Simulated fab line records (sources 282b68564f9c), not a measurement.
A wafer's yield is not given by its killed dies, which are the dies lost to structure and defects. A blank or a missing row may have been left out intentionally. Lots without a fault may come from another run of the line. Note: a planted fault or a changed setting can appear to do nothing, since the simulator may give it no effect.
fab line records	flow ritCmos
record: lots: 5	wafers: 23
route steps=202 shown ACTIVE@2 PWELL@47 NRETRO@54 PRETRO@65 PLDD@115 NSD@139
startH: start of the lot's first displayed wafer, in hours after the record's first day	waitH: hours from the lot's prior step to this one	" the same as in the row above	L1.1+2: a single row standing in for several wafers	- either no value or no given start	* or withheld: withheld	< > ~ a bound
route shown NAME@n: names a module that has steps shown in the file, with the first one's number in the route	usual: average and standard deviation across the fault-free wafers	same: alike in all rows	chamber/n: place in a boat	sites: each site's reading	_std_site: standard deviation across them	_edge_site: the outer-site mean with the inner-site mean subtracted	radiusMm: for every site, how far away it sits from the centre of the wafer	mask NAME#n: copy n	behind: tool/chamber where the wafer was last shaped	hold: what put the lot on hold/how long, in hours/how the hold closed	device: the transistor (n, p or np) that didn't switch	end of line: tests of these same wafers at the route's end	step lacking rows: just its recipe	killed: dies lost to structure and defects at the first sort, not the wafer's yield	map: shows each die of a wafer: x if killed, . if not, _ if none is there
set.NAME: the setting as run; set.NAME@STEP: as run at that earlier step	model.NAME: the simulator's own value behind a step, which no gauge read
lots with deliberately changed settings; one table per step, one row per wafer
== steps ==
step: RIT_ACTIVE_OXIDATION_01
recipe: tempC: 1000	ambient: O2	targetThkA: 468	oxTimeS: 3360
lot.wafer	tool	chamber	startH	waitH	set.tempC	model.SiO2_of_ACTIVE_OXIDATION_01.thkNm
L074.1	furnace-01	0	10.20	0.2	1000	46.77
L074.2	"	0	"	"	1000	46.81
L074.4	"	0	"	"	1000	47.28
L076.1	-	-	-	0.2	1012	50.93
L076.2	"	-	"	"	1012	51.24
L076.3	"	-	"	"	1012	51.31
L076.5	"	-	"	"	1012	50.63
L076.6	"	-	"	"	1012	50.4
L080.1	-	-	-	2.3	1000	48.04
L080.2	"	-	"	"	1000	47.73
L080.3	"	-	"	"	1000	48.51
L080.4	"	-	"	"	1000	48.73
L080.6	"	-	"	"	1000	48.41
L082.1	-	-	-	0.1	1017	55.92
L082.3	"	-	"	"	1017	55.39
L082.4+6	"	-	"	"	1017	55.72
L082.5	"	-	"	"	1017	56.27
L084.1	-	-	-	0.3	972.1	38.16
L084.3	"	-	"	"	972.1	38.09
L084.4	"	-	"	"	972.1	38.25
L084.5	"	-	"	"	972.1	38.57
L084.6	"	-	"	"	972.1	37.45
step: RIT_ACTIVE_THK_MEAS_02
recipe: reads: SiO2_of_ACTIVE_OXIDATION_01
usual: ACTIVE_OXIDE_THK: 47.2/1
lot.wafer	tool	chamber	startH	waitH	set.tempC@ACTIVE_OXIDATION_01	ACTIVE_OXIDE_THK[nm]
L074.1	filmMetro-04	-	12.13	0.0	1000	46.8
L074.2	"	-	"	"	1000	46.8
L074.4	"	-	"	"	1000	47.3
L076.1	filmMetro-04	-	-	-	1012	50.9
L076.2	"	-	"	"	1012	51.2
L076.3	"	-	"	"	1012	51.3
L076.5	"	-	"	"	1012	50.6
L076.6	"	-	"	"	1012	50.4
L080.1	filmMetro-02	-	-	-	1000	48.0
L080.2	"	-	"	"	1000	47.7
L080.3	"	-	"	"	1000	48.5
L080.4	"	-	"	"	1000	48.8
L080.6	"	-	"	"	1000	48.4
L082.1	filmMetro-01	-	-	-	1017	56.0
L082.3	"	-	"	"	1017	55.4
L082.4	"	-	"	"	1017	55.7
L082.5	"	-	"	"	1017	56.3
L082.6	"	-	"	"	1017	55.8
L084.1	filmMetro-04	-	-	-	972.1	38.1
L084.3	"	-	"	"	972.1	38.0
L084.4	"	-	"	"	972.1	38.2
L084.5	"	-	"	"	972.1	38.6
L084.6	"	-	"	"	972.1	37.4
step: RIT_ACTIVE_CVD_03
recipe: material: Si3N4	targetThkNm: 150	tempC: 810	precursor: SiH2Cl2/NH3	timeS: 1500	pressureMtorr: 300	sih2cl2FlowSccm: 60	nh3FlowSccm: 150
lot.wafer	tool	chamber	startH	waitH	set.tempC	model.Si3N4_of_ACTIVE_CVD_03.thkNm
L074.1	lpcvd-01	1	12.19	0.1	810	149.5
L074.2	"	1	"	"	810	150.1
L074.4	"	1	"	"	810	151.4
L076.1	-	-	-	0.1	803.3	134.5
L076.2	"	-	"	"	803.3	132.5
L076.3	"	-	"	"	803.3	132
L076.5	"	-	"	"	803.3	132.9
L076.6	"	-	"	"	803.3	131.2
L080.1	-	-	-	0.1	798.1	119.5
L080.2	"	-	"	"	798.1	119.9
L080.3	"	-	"	"	798.1	121.1
L080.4	"	-	"	"	798.1	121.4
L080.6	"	-	"	"	798.1	121.7
L082.1	-	-	-	0.1	828.3	206.2
L082.3	"	-	"	"	828.3	205.8
L082.4	"	-	"	"	828.3	206.5
L082.5	"	-	"	"	828.3	204.4
L082.6	"	-	"	"	828.3	204.8
L084.1+3+4	-	-	-	0.1	822.3	187.5
L084.5	"	-	"	"	822.3	186.9
L084.6	"	-	"	"	822.3	187.1
step: RIT_ACTIVE_THK_MEAS_04
recipe: reads: Si3N4_of_ACTIVE_CVD_03
usual: ACTIVE_NITRIDE_THK: 149.9/0.92
lot.wafer	tool	chamber	startH	waitH	set.tempC@ACTIVE_CVD_03	ACTIVE_NITRIDE_THK[nm]
L074.1	filmMetro-01	-	13.61	0.0	810	149.5
L074.2	"	-	"	"	810	150.0
L074.4	"	-	"	"	810	151.5
L076.1	filmMetro-01	-	-	-	803.3	134.5
L076.2	"	-	"	"	803.3	132.4
L076.3	"	-	"	"	803.3	132.0
L076.5	"	-	"	"	803.3	132.8
L076.6	"	-	"	"	803.3	131.2
L080.1	filmMetro-04	-	-	-	798.1	119.5
L080.2	"	-	"	"	798.1	119.9
L080.3	"	-	"	"	798.1	121.1
L080.4	"	-	"	"	798.1	121.4
L080.6	"	-	"	"	798.1	121.6
L082.1	filmMetro-04	-	-	-	828.3	206.1
L082.3	"	-	"	"	828.3	205.7
L082.4	"	-	"	"	828.3	206.5
L082.5	"	-	"	"	828.3	204.3
L082.6	"	-	"	"	828.3	204.8
L084.1	filmMetro-01	-	-	-	822.3	187.4
L084.3	"	-	"	"	822.3	187.5
L084.4	"	-	"	"	822.3	187.5
L084.5	"	-	"	"	822.3	186.8
L084.6	"	-	"	"	822.3	187.1
step: RIT_ACTIVE_DEVELOP_10
recipe: resist: NOVOLAK	developTimeS: 50	devTempC: 23
lot.wafer	tool	chamber	startH	waitH	set.developTimeS
L074.1+2+4	lithoTrack-04	0	-	-	50
L076.1+5	lithoTrack-04	0	-	-	52
L076.2+3+6	"	0	"	"	50
L080.1+2+6	lithoTrack-02	0	-	-	50
L080.3+4	"	0	"	"	55.58
L082.1+3+5	lithoTrack-04	0	-	-	42.98
L082.4+6	"	0	"	"	50
L084.1+3+5	lithoTrack-04	0	-	-	46.23
L084.4+6	"	0	"	"	50
step: RIT_ACTIVE_CD_MEAS_11
recipe: targetCdNm: 1400
usual: cdNm: 1399.7/2.4
lot.wafer	tool	chamber	startH	waitH	set.developTimeS@ACTIVE_DEVELOP_10	cdNm
L074.1	cdSem-01	-	14.52	-	50	1392.0
L074.2	"	-	"	"	50	1393.5
L074.4	"	-	"	"	50	1395.0
L076.1	cdSem-01	-	24.76	-	52	1396.4
L076.2	"	-	"	"	50	1401.0
L076.3	"	-	"	"	50	1399.9
L076.5	"	-	"	"	52	1397.8
L076.6	"	-	"	"	50	1400.6
L080.1	cdSem-01	-	46.73	-	50	1396.8
L080.2	"	-	"	"	50	1396.1
L080.3	"	-	"	"	55.58	1388.0
L080.4	"	-	"	"	55.58	1387.6
L080.6	"	-	"	"	50	1399.0
L082.1	cdSem-01	-	54.56	-	42.98	1417.8
L082.3	"	-	"	"	42.98	1416.9
L082.4	"	-	"	"	50	1401.8
L082.5	"	-	"	"	42.98	1417.5
L082.6	"	-	"	"	50	1401.4
L084.1	cdSem-01	-	65.30	-	46.23	1409.9
L084.3	"	-	"	"	46.23	1411.3
L084.4	"	-	"	"	50	1399.9
L084.5	"	-	"	"	46.23	1408.6
L084.6	"	-	"	"	50	1400.2
step: RIT_ACTIVE_HARDBAKE_12
recipe: resist: NOVOLAK	tempC: 140	timeS: 60
step: RIT_ACTIVE_ETCH_13
recipe: stopOn: SiO2	chemistry: SF6	target: Si3N4	timeS: 210	overEtchFrac: 0.4	SF6_flow_sccm: 200	pressureMtorr: 260	rfW: 125	targetDepthA: 2100
usual: oesProductAu: 0.820/0.016
lot.wafer	tool	chamber	startH	waitH	set.tempC@ACTIVE_CVD_03	set.developTimeS@ACTIVE_DEVELOP_10	oesProductAu	model.etch.depthNm	model.ACTIVE.featureDepthNm	model.ACTIVE.cdNm
L074.1	rieDiel-04	0	14.79	0.1	810	50	0.819	149.5	153.3	1392
L074.2	"	1	"	"	810	50	0.834	150.1	150.8	1394
L074.4	"	2	"	"	810	50	0.834	151.4	151.4	1395
L076.1	rieDiel-04	3	25.03	0.1	803.3	52	0.764	134.5	137.7	1396
L076.2	"	0	"	"	803.3	50	0.760	132.5	136.3	1401
L076.3	"	1	"	"	803.3	50	0.778	132	132.6	1400
L076.5	"	3	"	"	803.3	52	0.765	132.9	136.1	1398
L076.6	"	2	"	"	803.3	50	0.767	131.2	131.2	1401
L080.1	rieDiel-01	3	47.00	0.1	798.1	50	0.726	119.5	119.5	1397
L080.2	"	2	"	"	798.1	50	0.706	119.9	122.4	1396
L080.3	"	1	"	"	798.1	55.58	0.752	121.1	122.2	1388
L080.4	"	2	"	"	798.1	55.58	0.708	121.4	123.9	1387
L080.6	"	3	"	"	798.1	50	0.740	121.7	121.8	1399
L082.1	rieDiel-04	3	54.83	0.1	828.3	42.98	0.977	206.2	209.4	1418
L082.3	"	1	"	"	828.3	42.98	1.001	205.8	206.4	1417
L082.4	"	0	"	"	828.3	50	0.980	206.5	210.4	1402
L082.5	"	2	"	"	828.3	42.98	0.977	204.4	204.4	1417
L082.6	"	3	"	"	828.3	50	0.968	204.8	208	1402
L084.1	rieDiel-01	1	65.57	0.1	822.3	46.23	0.957	187.5	188.6	1410
L084.3	"	2	"	"	822.3	46.23	0.894	187.5	190	1411
L084.4	"	1	"	"	822.3	50	0.949	187.5	188.6	1400
L084.5	"	1	"	"	822.3	46.23	0.956	186.9	188	1409
L084.6	"	2	"	"	822.3	50	0.896	187.1	189.6	1400
step: RIT_ACTIVE_STRIP_14
recipe: chemistry: O2	timeS: 180	resist: NOVOLAK	platenTempC: withheld	powerW: 500	pressureMtorr: 4000	o2FlowSccm: 4000
step: RIT_ACTIVE_CD_MEAS_90
recipe: targetCdNm: 1400
usual: cdNm: 1399.6/2.4
lot.wafer	tool	chamber	startH	waitH	set.developTimeS@ACTIVE_DEVELOP_10	cdNm
L074.1	cdSem-02	-	15.10	0.1	50	1391.9
L074.2	"	-	"	"	50	1393.8
L074.4	"	-	"	"	50	1394.6
L076.1	cdSem-01	-	25.34	0.1	52	1396.4
L076.2	"	-	"	"	50	1400.6
L076.3	"	-	"	"	50	1399.7
L076.5	"	-	"	"	52	1397.5
L076.6	"	-	"	"	50	1400.6
L080.1	cdSem-02	-	47.30	0.1	50	1397.2
L080.2	"	-	"	"	50	1395.7
L080.3	"	-	"	"	55.58	1388.1
L080.4	"	-	"	"	55.58	1387.5
L080.6	"	-	"	"	50	1399.1
L082.1	cdSem-01	-	55.14	0.1	42.98	1418.1
L082.3	"	-	"	"	42.98	1417.2
L082.4	"	-	"	"	50	1401.8
L082.5	"	-	"	"	42.98	1417.4
L082.6	"	-	"	"	50	1401.4
L084.1	cdSem-01	-	65.94	0.1	46.23	1410.0
L084.3	"	-	"	"	46.23	1411.2
L084.4	"	-	"	"	50	1400.4
L084.5	"	-	"	"	46.23	1408.9
L084.6	"	-	"	"	50	1399.8
step: RIT_PWELL_IMPLANT_08
recipe: species: B	energyKev: 170	doseCm2: 7e+13	tiltDeg: 7
lot.wafer	tool	chamber	startH	waitH	set.energyKev	model.implant.drpNm
L074.1+2+4	implanter-03	0	23.81	0.2	170	102.9
L076.1+3+6	implanter-01	0	35.43	0.2	166.8	102.2
L076.2+5	"	0	"	"	170	102.9
L080.1+2+4	implanter-02	0	55.12	0.2	166.5	102.2
L080.3+6	"	0	"	"	170	102.9
L082.1+3+6	implanter-02	0	64.24	0.2	164.5	101.7
L082.4+5	"	0	"	"	170	102.9
L084.1+5+6	implanter-03	0	73.64	0.2	174.2	103.6
L084.3+4	"	0	"	"	170	102.9
step: RIT_NRETRO_COAT_01
recipe: resist: NOVOLAK	spinRpm: 2000	resistThkNm: 1300
lot.wafer	tool	chamber	startH	waitH	set.spinRpm	model.NOVOLAK_of_NRETRO_COAT_01.thkNm
L074.1	lithoTrack-01	0	29.66	0.1	2000	1298
L074.2	"	0	"	"	2000	1297
L074.4	"	0	"	"	2000	1294
L076.1	lithoTrack-02	0	41.28	0.1	1858	1350
L076.2	"	0	"	"	1858	1346
L076.3	"	0	"	"	2000	1303
L076.5	"	0	"	"	1858	1349
L076.6	"	0	"	"	2000	1300
L080.1	lithoTrack-01	0	61.56	0.1	1872	1345
L080.2	"	0	"	"	2000	1302
L080.3+4	"	0	"	"	1872	1349
L080.6	"	0	"	"	2000	1304
L082.1	lithoTrack-03	0	70.32	0.1	2000	1298
L082.3	"	0	"	"	2123	1259
L082.4	"	0	"	"	2000	1296
L082.5	"	0	"	"	2123	1257
L082.6	"	0	"	"	2123	1256
L084.1	lithoTrack-02	0	80.38	0.1	1886	1333
L084.3	"	0	"	"	1886	1334
L084.4	"	0	"	"	2000	1293
L084.5	"	0	"	"	2000	1292
L084.6	"	0	"	"	2000	1291
step: RIT_NRETRO_SOFTBAKE_02
recipe: resist: NOVOLAK	tempC: 90	timeS: 60
lot.wafer	tool	chamber	startH	waitH	set.tempC	set.spinRpm@NRETRO_COAT_01	model.NOVOLAK_of_NRETRO_COAT_01.thkNm
L074.1	lithoTrack-01	0	29.81	0.1	90	2000	1298
L074.2	"	0	"	"	90	2000	1297
L074.4	"	0	"	"	90	2000	1294
L076.1	lithoTrack-02	0	41.43	0.1	90	1858	1350
L076.2	"	0	"	"	90	1858	1346
L076.3	"	0	"	"	90	2000	1303
L076.5	"	0	"	"	90	1858	1349
L076.6	"	0	"	"	90	2000	1300
L080.1	lithoTrack-01	0	61.71	0.1	86.65	1872	1345
L080.2	"	0	"	"	90	2000	1302
L080.3	"	0	"	"	90	1872	1349
L080.4	"	0	"	"	86.65	1872	1349
L080.6	"	0	"	"	86.65	2000	1304
L082.1	lithoTrack-03	0	70.47	0.1	92.42	2000	1289
L082.3	"	0	"	"	90	2123	1259
L082.4	"	0	"	"	92.42	2000	1288
L082.5	"	0	"	"	90	2123	1257
L082.6	"	0	"	"	92.42	2123	1248
L084.1	lithoTrack-02	0	80.53	0.1	90	1886	1333
L084.3	"	0	"	"	90	1886	1334
L084.4	"	0	"	"	90	2000	1293
L084.5	"	0	"	"	90	2000	1292
L084.6	"	0	"	"	90	2000	1291
step: RIT_NRETRO_EXPOSE_03
recipe: maskId: M4	na: 0.57	targetCdNm: 43900	doseMj: 250
step: RIT_NRETRO_PEB_04
recipe: resist: NOVOLAK	tempC: withheld	timeS: withheld
step: RIT_NRETRO_DEVELOP_05
recipe: resist: NOVOLAK	developTimeS: 68	devTempC: 23
lot.wafer	tool	chamber	startH	waitH	set.spinRpm@NRETRO_COAT_01	model.NOVOLAK_of_NRETRO_COAT_01.thkNm
L074.1	lithoTrack-02	0	-	-	2000	1297
L074.2	"	0	"	"	2000	1296
L074.4	"	0	"	"	2000	1293
L076.1+5	lithoTrack-01	0	-	-	1858	1349
L076.2	"	0	"	"	1858	1345
L076.3	"	0	"	"	2000	1303
L076.6	"	0	"	"	2000	1300
L080.1	lithoTrack-01	0	-	-	1872	1357
L080.2	"	0	"	"	2000	1301
L080.3	"	0	"	"	1872	1349
L080.4	"	0	"	"	1872	1361
L080.6	"	0	"	"	2000	1315
L082.1	lithoTrack-02	0	-	-	2000	1289
L082.3	"	0	"	"	2123	1258
L082.4	"	0	"	"	2000	1287
L082.5	"	0	"	"	2123	1257
L082.6	"	0	"	"	2123	1248
L084.1	lithoTrack-03	0	-	-	1886	1333
L084.3	"	0	"	"	1886	1334
L084.4	"	0	"	"	2000	1293
L084.5	"	0	"	"	2000	1291
L084.6	"	0	"	"	2000	1290
step: RIT_NRETRO_HARDBAKE_07
recipe: resist: NOVOLAK	tempC: 140	timeS: 120
lot.wafer	tool	chamber	startH	waitH	set.spinRpm@NRETRO_COAT_01	model.NOVOLAK_of_NRETRO_COAT_01.thkNm
L074.1	lithoTrack-03	0	30.43	0.0	2000	1135
L074.2	"	0	"	"	2000	1134
L074.4	"	0	"	"	2000	1131
L076.1	lithoTrack-01	0	42.18	0.0	1858	1180
L076.2	"	0	"	"	1858	1176
L076.3	"	0	"	"	2000	1140
L076.5	"	0	"	"	1858	1179
L076.6	"	0	"	"	2000	1137
L080.1	lithoTrack-03	0	62.81	0.2	1872	1176
L080.2	"	0	"	"	2000	1138
L080.3+4	"	0	"	"	1872	1179
L080.6	"	0	"	"	2000	1140
L082.1	lithoTrack-02	0	71.08	0.0	2000	1135
L082.3	"	0	"	"	2123	1101
L082.4	"	0	"	"	2000	1134
L082.5	"	0	"	"	2123	1100
L082.6	"	0	"	"	2123	1099
L084.1	lithoTrack-03	0	81.14	0.0	1886	1166
L084.3	"	0	"	"	1886	1167
L084.4	"	0	"	"	2000	1131
L084.5	"	0	"	"	2000	1130
L084.6	"	0	"	"	2000	1129
step: RIT_PRETRO_COAT_01
recipe: resist: NOVOLAK	spinRpm: 2000	resistThkNm: 1300
lot.wafer	tool	chamber	startH	waitH	set.resistThkNm	model.NOVOLAK_of_PRETRO_COAT_01.thkNm
L074.1+2	lithoTrack-01	0	31.21	0.1	1300	1299
L074.4	"	0	"	"	1300	1294
L076.1	lithoTrack-04	0	42.96	0.1	1300	1301
L076.2	"	0	"	"	1262	1267
L076.3	"	0	"	"	1300	1305
L076.5	"	0	"	"	1300	1299
L076.6	"	0	"	"	1262	1263
L080.1+3	lithoTrack-02	0	63.59	0.1	1300	1301
L080.2+6	"	0	"	"	1300	1296
L080.4	"	0	"	"	1300	1302
L082.1+5	lithoTrack-01	0	71.87	0.1	1252	1255
L082.3	"	0	"	"	1300	1303
L082.4	"	0	"	"	1300	1301
L082.6	"	0	"	"	1252	1253
L084.1	lithoTrack-04	0	81.93	0.1	1363	1363
L084.3	"	0	"	"	1300	1297
L084.4	"	0	"	"	1363	1364
L084.5	"	0	"	"	1363	1362
L084.6	"	0	"	"	1300	1300
step: RIT_PRETRO_SOFTBAKE_02
recipe: resist: NOVOLAK	tempC: 90	timeS: 60
step: RIT_PRETRO_EXPOSE_03
recipe: maskId: M5	na: 0.57	targetCdNm: 43700	doseMj: 250
step: RIT_PRETRO_DEVELOP_05
recipe: resist: NOVOLAK	developTimeS: 70.29	devTempC: 23
step: RIT_PRETRO_HARDBAKE_07
recipe: resist: NOVOLAK	tempC: 140	timeS: 120
lot.wafer	tool	chamber	startH	waitH	set.resistThkNm@PRETRO_COAT_01	model.NOVOLAK_of_PRETRO_COAT_01.thkNm
L074.1+2	lithoTrack-02	0	31.98	0.0	1300	1136
L074.4	"	0	"	"	1300	1132
L076.1	lithoTrack-02	0	43.85	0.0	1300	1138
L076.2	"	0	"	"	1262	1108
L076.3	"	0	"	"	1300	1141
L076.5	"	0	"	"	1300	1136
L076.6	"	0	"	"	1262	1105
L080.1	lithoTrack-02	0	64.48	0.0	1300	1138
L080.2	"	0	"	"	1300	1134
L080.3	"	0	"	"	1300	1137
L080.4	"	0	"	"	1300	1139
L080.6	"	0	"	"	1300	1133
L082.1+5	lithoTrack-01	0	72.63	0.0	1252	1098
L082.3	"	0	"	"	1300	1140
L082.4	"	0	"	"	1300	1138
L082.6	"	0	"	"	1252	1096
L084.1	lithoTrack-01	0	82.77	0.0	1363	1191
L084.3	"	0	"	"	1300	1134
L084.4	"	0	"	"	1363	1192
L084.5	"	0	"	"	1363	1190
L084.6	"	0	"	"	1300	1137
step: RIT_PLDD_COAT_01
recipe: resist: NOVOLAK	spinRpm: 3250	resistThkNm: 1000
lot.wafer	tool	chamber	startH	waitH	set.spinRpm	model.NOVOLAK_of_PLDD_COAT_01.thkNm
L074.1+2	lithoTrack-01	0	44.14	0.1	3250	1003
L074.4	"	0	"	"	3250	1004
L076.1+2+5	lithoTrack-02	0	56.90	0.1	3250	1002
L076.3	"	0	"	"	3250	1005
L076.6	"	0	"	"	3250	1006
L080.1	lithoTrack-03	0	77.37	0.1	3021	1031
L080.2	"	0	"	"	3021	1037
L080.3+6	"	0	"	"	3250	996.9
L080.4	"	0	"	"	3250	998.1
L082.1	lithoTrack-03	0	84.17	0.1	3250	1000
L082.3	"	0	"	"	3375	976.8
L082.4	"	0	"	"	3250	999
L082.5	"	0	"	"	3375	979.7
L082.6	"	0	"	"	3375	977.8
L084.1	lithoTrack-02	0	94.20	0.1	3250	996.5
L084.3	"	0	"	"	3043	1035
L084.4	"	0	"	"	3250	998.8
L084.5	"	0	"	"	3043	1033
L084.6	"	0	"	"	3043	1031
step: RIT_PLDD_DEVELOP_05
recipe: resist: NOVOLAK	developTimeS: 50	devTempC: 23
lot.wafer	tool	chamber	startH	waitH	set.devTempC	set.spinRpm@PLDD_COAT_01	model.NOVOLAK_of_PLDD_COAT_01.thkNm
L074.1+2+4	lithoTrack-01	0	-	-	23	3250	1003
L076.1+2+5	lithoTrack-03	0	-	-	23	3250	1002
L076.3	"	0	"	"	23	3250	1005
L076.6	"	0	"	"	23	3250	1006
L080.1	lithoTrack-02	0	-	-	25.66	3021	1031
L080.2	"	0	"	"	23	3021	1037
L080.3	"	0	"	"	25.66	3250	994.9
L080.4	"	0	"	"	23	3250	996
L080.6	"	0	"	"	23	3250	996.9
L082.1	lithoTrack-02	0	-	-	23	3250	1000
L082.3	"	0	"	"	23	3375	976.8
L082.4	"	0	"	"	23	3250	999
L082.5	"	0	"	"	23	3375	979.7
L082.6	"	0	"	"	23	3375	977.8
L084.1	lithoTrack-03	0	-	-	23	3250	995.6
L084.3	"	0	"	"	24.01	3043	1034
L084.4	"	0	"	"	23	3250	997.8
L084.5	"	0	"	"	23	3043	1033
L084.6	"	0	"	"	24.01	3043	1031
step: RIT_NSD_IMPLANT_08
recipe: species: P	energyKev: 25	doseCm2: 1e+15	tiltDeg: 7
lot.wafer	tool	chamber	startH	waitH	set.energyKev	model.implant.rpNm	model.implant.drpNm
L074.1+2+4	implanter-02	0	50.57	0.1	25	32.58	14.84
L076.1+2+5	implanter-02	0	61.97	0.1	24.47	32.95	14.65
L076.3+6	"	0	"	"	25	33.43	14.84
L080.1+3+6	implanter-01	0	82.42	0.1	24.44	31.35	14.64
L080.2+4	"	0	"	"	25	31.84	14.84
L082.1+4+5	implanter-02	0	89.10	0.1	25	32.45	14.84
L082.3+6	"	0	"	"	26.41	33.68	15.34
L084.1+3+5	implanter-01	0	99.17	0.1	25	32.77	14.84
L084.4+6	"	0	"	"	25.48	33.2	15.01
== key ==
split: step: RIT_ACTIVE_OXIDATION_01	setting: tempC	stated: 1000	by: lot
response: step: RIT_ACTIVE_OXIDATION_01	reading: model.SiO2_of_ACTIVE_OXIDATION_01.thkNm	change: +3.66	per: 1%	r: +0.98
response: step: RIT_ACTIVE_THK_MEAS_02	reading: ACTIVE_OXIDE_THK	change: +3.67	per: 1%	r: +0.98
split: step: RIT_ACTIVE_CVD_03	setting: tempC	stated: 810	by: lot
response: step: RIT_ACTIVE_CVD_03	reading: model.Si3N4_of_ACTIVE_CVD_03.thkNm	change: +23	per: 1%	r: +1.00
response: step: RIT_ACTIVE_THK_MEAS_04	reading: ACTIVE_NITRIDE_THK	change: +23	per: 1%	r: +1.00
response: step: RIT_ACTIVE_ETCH_13	reading: oesProductAu	change: +0.0685	per: 1%	r: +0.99
response: step: RIT_ACTIVE_ETCH_13	reading: model.etch.depthNm	change: +23	per: 1%	r: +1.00
response: step: RIT_ACTIVE_ETCH_13	reading: model.ACTIVE.featureDepthNm	change: +23.1	per: 1%	r: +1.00
split: step: RIT_ACTIVE_DEVELOP_10	setting: developTimeS	stated: 50	by: wafer
response: step: RIT_ACTIVE_CD_MEAS_11	reading: cdNm	change: -1.05	per: 1%	r: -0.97
response: step: RIT_ACTIVE_ETCH_13	reading: model.ACTIVE.cdNm	change: -1.05	per: 1%	r: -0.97
response: step: RIT_ACTIVE_CD_MEAS_90	reading: cdNm	change: -1.06	per: 1%	r: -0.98
split: step: RIT_PWELL_IMPLANT_08	setting: energyKev	stated: 170	by: wafer
response: step: RIT_PWELL_IMPLANT_08	reading: model.implant.drpNm	change: +0.337	per: 1%	r: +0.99
split: step: RIT_NRETRO_COAT_01	setting: spinRpm	stated: 2000	by: wafer
response: step: RIT_NRETRO_COAT_01	reading: model.NOVOLAK_of_NRETRO_COAT_01.thkNm	change: -6.8	per: 1%	r: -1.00
response: step: RIT_NRETRO_SOFTBAKE_02	reading: model.NOVOLAK_of_NRETRO_COAT_01.thkNm	change: -6.58	per: 1%	r: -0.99
response: step: RIT_NRETRO_DEVELOP_05	reading: model.NOVOLAK_of_NRETRO_COAT_01.thkNm	change: -6.67	per: 1%	r: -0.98
response: step: RIT_NRETRO_HARDBAKE_07	reading: model.NOVOLAK_of_NRETRO_COAT_01.thkNm	change: -5.86	per: 1%	r: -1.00
split: step: RIT_NRETRO_SOFTBAKE_02	setting: tempC	stated: 90	by: wafer
response none clear
split: step: RIT_PRETRO_COAT_01	setting: resistThkNm	stated: 1300	by: wafer
response: step: RIT_PRETRO_COAT_01	reading: model.NOVOLAK_of_PRETRO_COAT_01.thkNm	change: +13.1	per: 1%	r: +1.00
response: step: RIT_PRETRO_HARDBAKE_07	reading: model.NOVOLAK_of_PRETRO_COAT_01.thkNm	change: +11.3	per: 1%	r: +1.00
split: step: RIT_PLDD_COAT_01	setting: spinRpm	stated: 3250	by: wafer
response: step: RIT_PLDD_COAT_01	reading: model.NOVOLAK_of_PLDD_COAT_01.thkNm	change: -5.38	per: 1%	r: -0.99
response: step: RIT_PLDD_DEVELOP_05	reading: model.NOVOLAK_of_PLDD_COAT_01.thkNm	change: -5.51	per: 1%	r: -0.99
split: step: RIT_PLDD_DEVELOP_05	setting: devTempC	stated: 23	by: wafer
response none clear
split: step: RIT_NSD_IMPLANT_08	setting: energyKev	stated: 25	by: wafer
response: step: RIT_NSD_IMPLANT_08	reading: model.implant.rpNm	change: +0.218	per: 1%	r: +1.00
response: step: RIT_NSD_IMPLANT_08	reading: model.implant.drpNm	change: +0.0889	per: 1%	r: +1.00
